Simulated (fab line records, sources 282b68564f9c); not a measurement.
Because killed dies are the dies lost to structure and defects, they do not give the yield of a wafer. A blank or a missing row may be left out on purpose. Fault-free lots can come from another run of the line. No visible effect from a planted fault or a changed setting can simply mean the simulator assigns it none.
fab line records / flow ritCmos / part 2 of 2: steps 29 to 30 of 30
[record] lots = 5 wafers = 23
route steps=202 shown ACTIVE@2 NWELL@36 PWELL@44 WELLDRIVE@50 NRETRO@54 GATE@81 NLDD@111 PLDD@122 SPACER@128 NSD@139 PSD@149 CONTACT@179 M1@202
startH: start of the lot's first displayed wafer, in hours after the record's first day / waitH: time in hours since the lot's previous step / " unchanged from the row above / L1.1+2: a row that stands for several wafers / - value missing, or start not given / * or withheld: withheld / < > ~ a bound
route shown NAME@n: a module of which the file shows steps, and the number in the route of the first / usual: average and standard deviation across the fault-free wafers / same: alike in all rows / chamber/n: place in a boat / sites: each site's reading / _std_site: how widely they spread, as a standard deviation / _edge_site: outer sites' mean less inner sites' / radiusMm: how far each site lies from the wafer's centre / mask NAME#n: copy n / behind: tool/chamber where the wafer was last shaped / hold: why the lot went on hold/how many hours it stayed there/how the hold came to an end / device: names the non-switching transistor (n, p or np) / end of line: the route-end tests of the same wafers / a step without rows: its recipe alone / killed: dies that structure and defects cost at the first sort, which is not the same as the wafer's yield / map: the dies of a wafer, with x for killed, . for not killed, _ for no die there
set.NAME: setting as actually run; set.NAME@STEP: the setting as run at that earlier step / model.NAME: the simulator's own value behind a step, which no gauge read
one table per step and one row per wafer, for lots whose settings were changed on purpose
[[steps]]
[step RIT_CONTACT_ETCH_11]
[recipe] targetDepthA = 4800 overEtchFrac = 0.2 stopOn = TiSi2 chemistry = CHF3/CF4/Ar target = SiO2 CHF3_flow_sccm = 50 cf4FlowSccm = 10 Ar_flow_sccm = 100 O2_flow_sccm = 5 pressureMtorr = 100 rfW = 200 timeS = 320
lot.wafer=L079.1 tool=rieDiel-04 chamber=1 startH=78.56 waitH=0.1 set.timeS=292.6 model.NOVOLAK_of_CONTACT_COAT_03.thkNm=782.2
lot.wafer=L079.2 tool=rieDiel-04 chamber=2 startH=78.56 waitH=0.1 set.timeS=320 model.NOVOLAK_of_CONTACT_COAT_03.thkNm=770.6
lot.wafer=L079.3 tool=rieDiel-04 chamber=3 startH=78.56 waitH=0.1 set.timeS=320 model.NOVOLAK_of_CONTACT_COAT_03.thkNm=769.2
lot.wafer=L079.5 tool=rieDiel-04 chamber=2 startH=78.56 waitH=0.1 set.timeS=292.6 model.NOVOLAK_of_CONTACT_COAT_03.thkNm=781.4
lot.wafer=L079.6 tool=rieDiel-04 chamber=1 startH=78.56 waitH=0.1 set.timeS=320 model.NOVOLAK_of_CONTACT_COAT_03.thkNm=774
lot.wafer=L082.1 tool=rieDiel-04 chamber=3 startH=99.03 waitH=0.1 set.timeS=365.1 model.NOVOLAK_of_CONTACT_COAT_03.thkNm=752.1
lot.wafer=L082.3 tool=rieDiel-04 chamber=2 startH=99.03 waitH=0.1 set.timeS=320 model.NOVOLAK_of_CONTACT_COAT_03.thkNm=774.4
lot.wafer=L082.4 tool=rieDiel-04 chamber=1 startH=99.03 waitH=0.1 set.timeS=365.1 model.NOVOLAK_of_CONTACT_COAT_03.thkNm=759.5
lot.wafer=L082.5 tool=rieDiel-04 chamber=1 startH=99.03 waitH=0.1 set.timeS=320 model.NOVOLAK_of_CONTACT_COAT_03.thkNm=774.7
lot.wafer=L082.6 tool=rieDiel-04 chamber=0 startH=99.03 waitH=0.1 set.timeS=320 model.NOVOLAK_of_CONTACT_COAT_03.thkNm=767.3
lot.wafer=L083.1 tool=rieDiel-03 chamber=1 startH=103.08 waitH=0.1 set.timeS=354.3 model.NOVOLAK_of_CONTACT_COAT_03.thkNm=751.8
lot.wafer=L083.2 tool=rieDiel-03 chamber=3 startH=103.08 waitH=0.1 set.timeS=320 model.NOVOLAK_of_CONTACT_COAT_03.thkNm=775.8
lot.wafer=L083.3 tool=rieDiel-03 chamber=0 startH=103.08 waitH=0.1 set.timeS=320 model.NOVOLAK_of_CONTACT_COAT_03.thkNm=771.8
lot.wafer=L083.5 tool=rieDiel-03 chamber=3 startH=103.08 waitH=0.1 set.timeS=320 model.NOVOLAK_of_CONTACT_COAT_03.thkNm=772.7
lot.wafer=L083.6 tool=rieDiel-03 chamber=0 startH=103.08 waitH=0.1 set.timeS=354.3 model.NOVOLAK_of_CONTACT_COAT_03.thkNm=763.3
lot.wafer=L084.3 tool=rieDiel-04 chamber=3 startH=107.98 waitH=0.1 set.timeS=320 model.NOVOLAK_of_CONTACT_COAT_03.thkNm=766.5
lot.wafer=L084.4 tool=rieDiel-04 chamber=2 startH=107.98 waitH=0.1 set.timeS=320 model.NOVOLAK_of_CONTACT_COAT_03.thkNm=764.9
lot.wafer=L084.5 tool=rieDiel-04 chamber=3 startH=107.98 waitH=0.1 set.timeS=320 model.NOVOLAK_of_CONTACT_COAT_03.thkNm=761.4
lot.wafer=L085.1 tool=rieDiel-03 chamber=1 startH=117.28 waitH=0.1 set.timeS=320 model.NOVOLAK_of_CONTACT_COAT_03.thkNm=764.9
lot.wafer=L085.2 tool=rieDiel-03 chamber=0 startH=117.28 waitH=0.1 set.timeS=288.2 model.NOVOLAK_of_CONTACT_COAT_03.thkNm=784.8
lot.wafer=L085.3 tool=rieDiel-03 chamber=3 startH=117.28 waitH=0.1 set.timeS=320 model.NOVOLAK_of_CONTACT_COAT_03.thkNm=770.7
lot.wafer=L085.4 tool=rieDiel-03 chamber=1 startH=117.28 waitH=0.1 set.timeS=288.2 model.NOVOLAK_of_CONTACT_COAT_03.thkNm=777.7
lot.wafer=L085.6 tool=rieDiel-03 chamber=3 startH=117.28 waitH=0.1 set.timeS=288.2 model.NOVOLAK_of_CONTACT_COAT_03.thkNm=782.2
[step RIT_M1_PROBE_99]
[usual] killedAtContacts = 0.1/0.23 killedAtFrontEnd = 7/3.1 killedDies = 7/3.2 killedOpen = 3.6/2.1 killedShort = 3.5/1.9
[same] grossDies = 264 killed_at_M0_to_M3 = 0 killed_at_M4_up = 0 killedAtBackSide = 0 killedAtOther = 0
lot.wafer=L079.1 tool=prober-02 chamber=- startH=83.59 waitH=0.1 set.doseMj@GATE_EXPOSE_13=380 killedAtContacts=0 killedAtFrontEnd=11 killedDies=11 killedOpen=6 killedShort=5 model.etest.nmos_0p15.driveUaUm=414.6 model.etest.nmos_0p15.rOnOhmUm=1208 model.etest.nmosTurned.driveUaUm=300.8 model.etest.pmos_0p15.driveUaUm=226 model.etest.pmos_0p15.rOnOhmUm=3050 model.etest.pmosTurned.rOnOhmUm=3699
lot.wafer=L079.2 tool=prober-02 chamber=- startH=83.64 waitH=0.1 set.doseMj@GATE_EXPOSE_13=354.2 killedAtContacts=0 killedAtFrontEnd=255 killedDies=255 killedOpen=3 killedShort=3 model.etest.nmos_0p15.driveUaUm=342.3 model.etest.nmos_0p15.rOnOhmUm=1446 model.etest.nmosTurned.driveUaUm=251.9 model.etest.pmos_0p15.driveUaUm=183.6 model.etest.pmos_0p15.rOnOhmUm=3644 model.etest.pmosTurned.rOnOhmUm=4362
lot.wafer=L079.3 tool=prober-02 chamber=- startH=83.69 waitH=0.2 set.doseMj@GATE_EXPOSE_13=354.2 killedAtContacts=0 killedAtFrontEnd=264 killedDies=264 killedOpen=3 killedShort=2 model.etest.nmos_0p15.driveUaUm=328.2 model.etest.nmos_0p15.rOnOhmUm=1502 model.etest.nmosTurned.driveUaUm=256.5 model.etest.pmos_0p15.driveUaUm=171.4 model.etest.pmos_0p15.rOnOhmUm=3926 model.etest.pmosTurned.rOnOhmUm=4579
lot.wafer=L079.5 tool=prober-02 chamber=- startH=83.79 waitH=0.2 set.doseMj@GATE_EXPOSE_13=380 killedAtContacts=1 killedAtFrontEnd=11 killedDies=12 killedOpen=7 killedShort=4 model.etest.nmos_0p15.driveUaUm=420.1 model.etest.nmos_0p15.rOnOhmUm=1255 model.etest.nmosTurned.driveUaUm=292 model.etest.pmos_0p15.driveUaUm=236.3 model.etest.pmos_0p15.rOnOhmUm=2963 model.etest.pmosTurned.rOnOhmUm=3627
lot.wafer=L079.6 tool=prober-02 chamber=- startH=83.84 waitH=0.2 set.doseMj@GATE_EXPOSE_13=354.2 killedAtContacts=0 killedAtFrontEnd=241 killedDies=241 killedOpen=6 killedShort=7 model.etest.nmos_0p15.driveUaUm=341.6 model.etest.nmos_0p15.rOnOhmUm=1433 model.etest.nmosTurned.driveUaUm=246.5 model.etest.pmos_0p15.driveUaUm=179.8 model.etest.pmos_0p15.rOnOhmUm=3700 model.etest.pmosTurned.rOnOhmUm=4388
lot.wafer=L082.1 tool=prober-01 chamber=- startH=104.02 waitH=0.1 set.doseMj@GATE_EXPOSE_13=365.2 killedAtContacts=0 killedAtFrontEnd=20 killedDies=20 killedOpen=3 killedShort=3 model.etest.nmos_0p15.driveUaUm=410.8 model.etest.nmos_0p15.rOnOhmUm=1187 model.etest.nmosTurned.driveUaUm=311.3 model.etest.pmos_0p15.driveUaUm=217.9 model.etest.pmos_0p15.rOnOhmUm=3161 model.etest.pmosTurned.rOnOhmUm=3805
lot.wafer=L082.3 tool=prober-01 chamber=- startH=104.12 waitH=0.2 set.doseMj@GATE_EXPOSE_13=380 killedAtContacts=0 killedAtFrontEnd=14 killedDies=14 killedOpen=4 killedShort=10 model.etest.nmos_0p15.driveUaUm=498.1 model.etest.nmos_0p15.rOnOhmUm=1050 model.etest.nmosTurned.driveUaUm=353.8 model.etest.pmos_0p15.driveUaUm=261.3 model.etest.pmos_0p15.rOnOhmUm=2696 model.etest.pmosTurned.rOnOhmUm=3354
lot.wafer=L082.4 tool=prober-01 chamber=- startH=104.17 waitH=0.2 set.doseMj@GATE_EXPOSE_13=365.2 killedAtContacts=0 killedAtFrontEnd=15 killedDies=15 killedOpen=5 killedShort=3 model.etest.nmos_0p15.driveUaUm=422 model.etest.nmos_0p15.rOnOhmUm=1190 model.etest.nmosTurned.driveUaUm=322.1 model.etest.pmos_0p15.driveUaUm=219.7 model.etest.pmos_0p15.rOnOhmUm=3199 model.etest.pmosTurned.rOnOhmUm=3856
lot.wafer=L082.5 tool=prober-01 chamber=- startH=104.22 waitH=0.2 set.doseMj@GATE_EXPOSE_13=380 killedAtContacts=0 killedAtFrontEnd=10 killedDies=10 killedOpen=8 killedShort=2 model.etest.nmos_0p15.driveUaUm=494.9 model.etest.nmos_0p15.rOnOhmUm=1030 model.etest.nmosTurned.driveUaUm=360.4 model.etest.pmos_0p15.driveUaUm=258.6 model.etest.pmos_0p15.rOnOhmUm=2736 model.etest.pmosTurned.rOnOhmUm=3346
lot.wafer=L082.6 tool=prober-01 chamber=- startH=104.27 waitH=0.2 set.doseMj@GATE_EXPOSE_13=365.2 killedAtContacts=0 killedAtFrontEnd=30 killedDies=30 killedOpen=3 killedShort=3 model.etest.nmos_0p15.driveUaUm=418.7 model.etest.nmos_0p15.rOnOhmUm=1186 model.etest.nmosTurned.driveUaUm=320 model.etest.pmos_0p15.driveUaUm=219.5 model.etest.pmos_0p15.rOnOhmUm=3148 model.etest.pmosTurned.rOnOhmUm=3785
lot.wafer=L083.1 tool=prober-02 chamber=- startH=108.11 waitH=0.1 set.doseMj@GATE_EXPOSE_13=380 killedAtContacts=0 killedAtFrontEnd=2 killedDies=2 killedOpen=0 killedShort=2 model.etest.nmos_0p15.driveUaUm=405.9 model.etest.nmos_0p15.rOnOhmUm=1266 model.etest.nmosTurned.driveUaUm=287.2 model.etest.pmos_0p15.driveUaUm=232.5 model.etest.pmos_0p15.rOnOhmUm=2988 model.etest.pmosTurned.rOnOhmUm=3619
lot.wafer=L083.2 tool=prober-02 chamber=- startH=108.16 waitH=0.1 set.doseMj@GATE_EXPOSE_13=380 killedAtContacts=0 killedAtFrontEnd=9 killedDies=9 killedOpen=4 killedShort=5 model.etest.nmos_0p15.driveUaUm=399.6 model.etest.nmos_0p15.rOnOhmUm=1234 model.etest.nmosTurned.driveUaUm=287.9 model.etest.pmos_0p15.driveUaUm=224.8 model.etest.pmos_0p15.rOnOhmUm=2999 model.etest.pmosTurned.rOnOhmUm=3690
lot.wafer=L083.3 tool=prober-02 chamber=- startH=108.21 waitH=0.2 set.doseMj@GATE_EXPOSE_13=380 killedAtContacts=1 killedAtFrontEnd=20 killedDies=21 killedOpen=6 killedShort=3 model.etest.nmos_0p15.driveUaUm=350.2 model.etest.nmos_0p15.rOnOhmUm=1400 model.etest.nmosTurned.driveUaUm=267 model.etest.pmos_0p15.driveUaUm=192.3 model.etest.pmos_0p15.rOnOhmUm=3488 model.etest.pmosTurned.rOnOhmUm=4187
lot.wafer=L083.5 tool=prober-02 chamber=- startH=108.31 waitH=0.2 set.doseMj@GATE_EXPOSE_13=359.7 killedAtContacts=0 killedAtFrontEnd=176 killedDies=176 killedOpen=1 killedShort=3 model.etest.nmos_0p15.driveUaUm=332.4 model.etest.nmos_0p15.rOnOhmUm=1450 model.etest.nmosTurned.driveUaUm=260.9 model.etest.pmos_0p15.driveUaUm=180.4 model.etest.pmos_0p15.rOnOhmUm=3668 model.etest.pmosTurned.rOnOhmUm=4340
lot.wafer=L083.6 tool=prober-02 chamber=- startH=108.36 waitH=0.2 set.doseMj@GATE_EXPOSE_13=359.7 killedAtContacts=0 killedAtFrontEnd=264 killedDies=264 killedOpen=4 killedShort=2 model.etest.nmos_0p15.driveUaUm=295.6 model.etest.nmos_0p15.rOnOhmUm=1591 model.etest.nmosTurned.driveUaUm=234.1 model.etest.pmos_0p15.driveUaUm=157.8 model.etest.pmos_0p15.rOnOhmUm=4117 model.etest.pmosTurned.rOnOhmUm=4787
lot.wafer=L084.3 tool=prober-01 chamber=- startH=113.04 waitH=0.2 set.doseMj@GATE_EXPOSE_13=380 killedAtContacts=1 killedAtFrontEnd=12 killedDies=13 killedOpen=5 killedShort=8 model.etest.nmos_0p15.driveUaUm=471.8 model.etest.nmos_0p15.rOnOhmUm=1122 model.etest.nmosTurned.driveUaUm=345.4 model.etest.pmos_0p15.driveUaUm=256.1 model.etest.pmos_0p15.rOnOhmUm=2788 model.etest.pmosTurned.rOnOhmUm=3398
lot.wafer=L084.4 tool=prober-01 chamber=- startH=113.09 waitH=0.2 set.doseMj@GATE_EXPOSE_13=380 killedAtContacts=0 killedAtFrontEnd=14 killedDies=14 killedOpen=9 killedShort=5 model.etest.nmos_0p15.driveUaUm=483.4 model.etest.nmos_0p15.rOnOhmUm=1100 model.etest.nmosTurned.driveUaUm=353.3 model.etest.pmos_0p15.driveUaUm=266 model.etest.pmos_0p15.rOnOhmUm=2696 model.etest.pmosTurned.rOnOhmUm=3270
lot.wafer=L084.5 tool=prober-01 chamber=- startH=113.14 waitH=0.2 set.doseMj@GATE_EXPOSE_13=380 killedAtContacts=0 killedAtFrontEnd=8 killedDies=8 killedOpen=4 killedShort=4 model.etest.nmos_0p15.driveUaUm=491.5 model.etest.nmos_0p15.rOnOhmUm=1060 model.etest.nmosTurned.driveUaUm=358.1 model.etest.pmos_0p15.driveUaUm=269.1 model.etest.pmos_0p15.rOnOhmUm=2638 model.etest.pmosTurned.rOnOhmUm=3216
lot.wafer=L085.1 tool=prober-02 chamber=- startH=122.48 waitH=0.1 set.doseMj@GATE_EXPOSE_13=380 killedAtContacts=0 killedAtFrontEnd=8 killedDies=8 killedOpen=1 killedShort=7 model.etest.nmos_0p15.driveUaUm=480.8 model.etest.nmos_0p15.rOnOhmUm=1242 model.etest.nmosTurned.driveUaUm=317.5 model.etest.pmos_0p15.driveUaUm=254.1 model.etest.pmos_0p15.rOnOhmUm=2940 model.etest.pmosTurned.rOnOhmUm=3625
lot.wafer=L085.2 tool=prober-02 chamber=- startH=122.53 waitH=0.1 set.doseMj@GATE_EXPOSE_13=380 killedAtContacts=2 killedAtFrontEnd=5 killedDies=7 killedOpen=3 killedShort=3 model.etest.nmos_0p15.driveUaUm=511.5 model.etest.nmos_0p15.rOnOhmUm=1185 model.etest.nmosTurned.driveUaUm=327.3 model.etest.pmos_0p15.driveUaUm=274.7 model.etest.pmos_0p15.rOnOhmUm=2739 model.etest.pmosTurned.rOnOhmUm=3476
lot.wafer=L085.3 tool=prober-02 chamber=- startH=122.58 waitH=0.2 set.doseMj@GATE_EXPOSE_13=380 killedAtContacts=0 killedAtFrontEnd=4 killedDies=4 killedOpen=2 killedShort=2 model.etest.nmos_0p15.driveUaUm=504.4 model.etest.nmos_0p15.rOnOhmUm=1131 model.etest.nmosTurned.driveUaUm=334.5 model.etest.pmos_0p15.driveUaUm=270.1 model.etest.pmos_0p15.rOnOhmUm=2714 model.etest.pmosTurned.rOnOhmUm=3411
lot.wafer=L085.4 tool=prober-02 chamber=- startH=122.63 waitH=0.2 set.doseMj@GATE_EXPOSE_13=380 killedAtContacts=0 killedAtFrontEnd=3 killedDies=3 killedOpen=1 killedShort=2 model.etest.nmos_0p15.driveUaUm=489.6 model.etest.nmos_0p15.rOnOhmUm=1205 model.etest.nmosTurned.driveUaUm=325.9 model.etest.pmos_0p15.driveUaUm=266.9 model.etest.pmos_0p15.rOnOhmUm=2840 model.etest.pmosTurned.rOnOhmUm=3496
lot.wafer=L085.6 tool=prober-02 chamber=- startH=122.73 waitH=0.2 set.doseMj@GATE_EXPOSE_13=380 killedAtContacts=15 killedAtFrontEnd=8 killedDies=23 killedOpen=3 killedShort=4 model.etest.nmos_0p15.driveUaUm=507.8 model.etest.nmos_0p15.rOnOhmUm=1174 model.etest.nmosTurned.driveUaUm=336.1 model.etest.pmos_0p15.driveUaUm=278.4 model.etest.pmos_0p15.rOnOhmUm=2709 model.etest.pmosTurned.rOnOhmUm=3392
// killed by level:class
L079.1 GATE:geometricParticle:open=3 FOX1:geometricParticle:open=2 FOX1:geometricParticle:short=2 GATE:geometricParticle:short=2 FOX2:geometricParticle:open=1 REOX:geometricParticle:short=1
L079.2 GATE:areaExpose=249 GATE:geometricParticle:open=2 ACTIVE:geometricParticle:short=1 FOX1:geometricParticle:short=1 GATE:geometricParticle:short=1 REOX:geometricParticle:open=1
L079.3 GATE:areaExpose=259 GATE:geometricParticle:short=2 FOX1:geometricParticle:open=1 GATE:geometricParticle:open=1 REOX:geometricParticle:open=1
L079.5 FOX2:geometricParticle:open=4 SILICIDE:geometricParticle:open=2 FOX1:geometricParticle:short=1 FOX2:geometricParticle:short=1 GATE:geometricParticle:short=1 REOX:geometricParticle:open=1 SPACER:geometricParticle:short=1 CONTACT:areaEtch=1
L079.6 GATE:areaExpose=228 GATE:geometricParticle:short=4 FOX2:geometricParticle:open=2 REOX:geometricParticle:short=2 REOX:geometricParticle:open=2 FOX1:geometricParticle:short=1 FOX1:geometricParticle:open=1 GATE:geometricParticle:open=1
L082.1 GATE:areaExpose=14 GATE:geometricParticle:short=2 GATE:geometricParticle:open=2 FOX1:geometricParticle:open=1 SILICIDE:geometricParticle:short=1
L082.3 GATE:geometricParticle:short=6 FOX2:geometricParticle:open=3 SPACER:geometricParticle:short=2 FOX1:geometricParticle:short=1 FOX2:geometricParticle:short=1 GATE:geometricParticle:open=1
L082.4 GATE:areaExpose=7 FOX1:geometricParticle:open=2 GATE:geometricParticle:open=2 FOX2:geometricParticle:short=1 FOX2:geometricParticle:open=1 GATE:geometricParticle:short=1 SPACER:geometricParticle:short=1
L082.5 FOX1:geometricParticle:open=3 GATE:geometricParticle:open=2 FOX1:geometricParticle:short=1 FOX2:geometricParticle:open=1 GATE:geometricParticle:short=1 REOX:geometricParticle:open=1 SPACER:geometricParticle:open=1
L082.6 GATE:areaExpose=24 GATE:geometricParticle:open=2 FOX1:geometricParticle:open=1 GATE:geometricParticle:short=1 SPACER:geometricParticle:short=1 SILICIDE:geometricParticle:short=1
L083.1 GATE:geometricParticle:short=1 REOX:geometricParticle:short=1
L083.2 SPACER:geometricParticle:short=4 GATE:geometricParticle:open=1 REOX:geometricParticle:open=1 SPACER:geometricParticle:open=1 SILICIDE:geometricParticle:short=1 SILICIDE:geometricParticle:open=1
L083.3 GATE:areaDevelop=12 SILICIDE:geometricParticle:open=3 GATE:geometricParticle:open=2 FOX1:geometricParticle:open=1 GATE:geometricParticle:short=1 REOX:geometricParticle:short=1 CONTACT:geometricParticle:short=1
L083.5 GATE:areaExpose=172 REOX:geometricParticle:short=2 GATE:geometricParticle:short=1 SILICIDE:geometricParticle:open=1
L083.6 GATE:areaExpose=258 FOX1:geometricParticle:open=2 GATE:geometricParticle:short=1 REOX:geometricParticle:short=1 REOX:geometricParticle:open=1 SILICIDE:geometricParticle:open=1
L084.3 FOX1:geometricParticle:short=5 FOX1:geometricParticle:open=3 FOX2:geometricParticle:open=2 GATE:geometricParticle:short=1 SILICIDE:geometricParticle:short=1 CONTACT:geometricParticle:short=1
L084.4 FOX1:geometricParticle:open=5 GATE:geometricParticle:open=3 GATE:geometricParticle:short=2 FOX1:geometricParticle:short=2 ACTIVE:geometricParticle:open=1 REOX:geometricParticle:short=1
L084.5 FOX1:geometricParticle:short=2 GATE:geometricParticle:open=2 GATE:geometricParticle:short=1 REOX:geometricParticle:open=1 SPACER:geometricParticle:short=1 SPACER:geometricParticle:open=1
L085.1 FOX1:geometricParticle:short=2 GATE:geometricParticle:short=2 FOX2:geometricParticle:short=1 REOX:geometricParticle:short=1 SPACER:geometricParticle:short=1 SILICIDE:geometricParticle:open=1
L085.2 FOX1:geometricParticle:short=1 GATE:geometricParticle:open=1 REOX:geometricParticle:open=1 SPACER:geometricParticle:short=1 SPACER:geometricParticle:open=1 CONTACT:geometricParticle:short=1 CONTACT:areaEtch=1
L085.3 GATE:geometricParticle:open=1 GATE:geometricParticle:short=1 REOX:geometricParticle:open=1 SILICIDE:geometricParticle:short=1
L085.4 FOX1:geometricParticle:short=2 GATE:geometricParticle:open=1
L085.6 CONTACT:areaEtch=15 FOX1:geometricParticle:short=3 REOX:geometricParticle:open=2 SPACER:geometricParticle:open=1 SILICIDE:geometricParticle:short=1 ACTIVE:coatMicrobubblePrinted=1
[[key]]
[split] step = RIT_ACTIVE_OXIDATION_01 setting = oxTimeS stated = 3360 by = lot
[response] step = RIT_ACTIVE_OXIDATION_01 reading = model.SiO2_of_ACTIVE_OXIDATION_01.thkNm change = +0.319 per = 1% r = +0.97
[response] step = RIT_ACTIVE_THK_MEAS_02 reading = ACTIVE_OXIDE_THK change = +0.319 per = 1% r = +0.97
[response] step = RIT_ACTIVE_ETCH_13 reading = model.SiO2_of_ACTIVE_OXIDATION_01.thkNm change = +0.325 per = 1% r = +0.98
[split] step = RIT_ACTIVE_ETCH_13 setting = overEtchFrac stated = 0.4 by = wafer
response none clear
[split] step = RIT_NWELL_IMPLANT_08 setting = doseCm2 stated = 5e+13 by = wafer
[response] step = RIT_WELLDRIVE_RS_MEAS_01 reading = NWELL_RS change = -1.71 per = 1% r = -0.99
[split] step = RIT_PWELL_DEVELOP_05 setting = developTimeS stated = 68 by = wafer
response none clear
[split] step = RIT_NRETRO_COAT_01 setting = resistThkNm stated = 1300 by = wafer
[response] step = RIT_NRETRO_COAT_01 reading = model.NOVOLAK_of_NRETRO_COAT_01.thkNm change = +13.1 per = 1% r = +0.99
[response] step = RIT_NRETRO_HARDBAKE_07 reading = model.NOVOLAK_of_NRETRO_COAT_01.thkNm change = +11.3 per = 1% r = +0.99
[split] step = RIT_NRETRO_SOFTBAKE_02 setting = timeS stated = 60 by = wafer
response none clear
[split] step = RIT_GATE_OXIDATION_05 setting = oxTimeS stated = 270 by = lot
[response] step = RIT_GATE_OXIDATION_05 reading = model.SiO2_of_GATE_OXIDATION_05.thkNm change = +0.0258 per = 1% r = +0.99
[response] step = RIT_GATE_THK_MEAS_07 reading = GATE_OXIDE_THK change = +0.0266 per = 1% r = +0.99
[split] step = RIT_GATE_EXPOSE_13 setting = doseMj stated = 380 by = wafer
[response] step = RIT_M1_PROBE_99 reading = model.etest.pmos_0p15.rOnOhmUm change = -120 per = 1% r = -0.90
[response] step = RIT_M1_PROBE_99 reading = model.etest.pmosTurned.rOnOhmUm change = -123 per = 1% r = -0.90
[response] step = RIT_M1_PROBE_99 reading = model.etest.nmos_0p15.rOnOhmUm change = -36.8 per = 1% r = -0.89
[response] step = RIT_M1_PROBE_99 reading = model.etest.nmos_0p15.driveUaUm change = +13.7 per = 1% r = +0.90
[response] step = RIT_M1_PROBE_99 reading = model.etest.pmos_0p15.driveUaUm change = +8.59 per = 1% r = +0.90
[response] step = RIT_M1_PROBE_99 reading = model.etest.nmosTurned.driveUaUm change = +7.06 per = 1% r = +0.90
[split] step = RIT_NLDD_IMPLANT_08 setting = doseCm2 stated = 5e+14 by = wafer
[response] step = RIT_SDANNEAL_RS_MEAS_07 reading = NLDD_RS change = -1.31 per = 1% r = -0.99
[split] step = RIT_PLDD_IMPLANT_08 setting = doseCm2 stated = 9e+14 by = wafer
[response] step = RIT_SDANNEAL_RS_MEAS_06 reading = PLDD_RS change = -1 per = 1% r = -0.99
[split] step = RIT_SPACER_CVD_03 setting = sih2cl2FlowSccm stated = 60 by = lot
[response] step = RIT_SPACER_CVD_03 reading = model.Si3N4_of_SPACER_CVD_03.thkNm change = +0.655 per = 1% r = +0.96
[response] step = RIT_SPACER_THK_MEAS_04 reading = SPACER_NITRIDE_THK change = +0.653 per = 1% r = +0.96
[split] step = RIT_NSD_IMPLANT_08 setting = energyKev stated = 25 by = wafer
[response] step = RIT_NSD_IMPLANT_08 reading = model.implant.rpNm change = +0.216 per = 1% r = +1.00
[response] step = RIT_NSD_IMPLANT_08 reading = model.implant.drpNm change = +0.0887 per = 1% r = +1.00
[split] step = RIT_PSD_HARDBAKE_07 setting = tempC stated = 140 by = wafer
response none clear
[split] step = RIT_CONTACT_ETCH_11 setting = timeS stated = 320 by = wafer
[response] step = RIT_CONTACT_ETCH_11 reading = model.NOVOLAK_of_CONTACT_COAT_03.thkNm change = -1.29 per = 1% r = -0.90
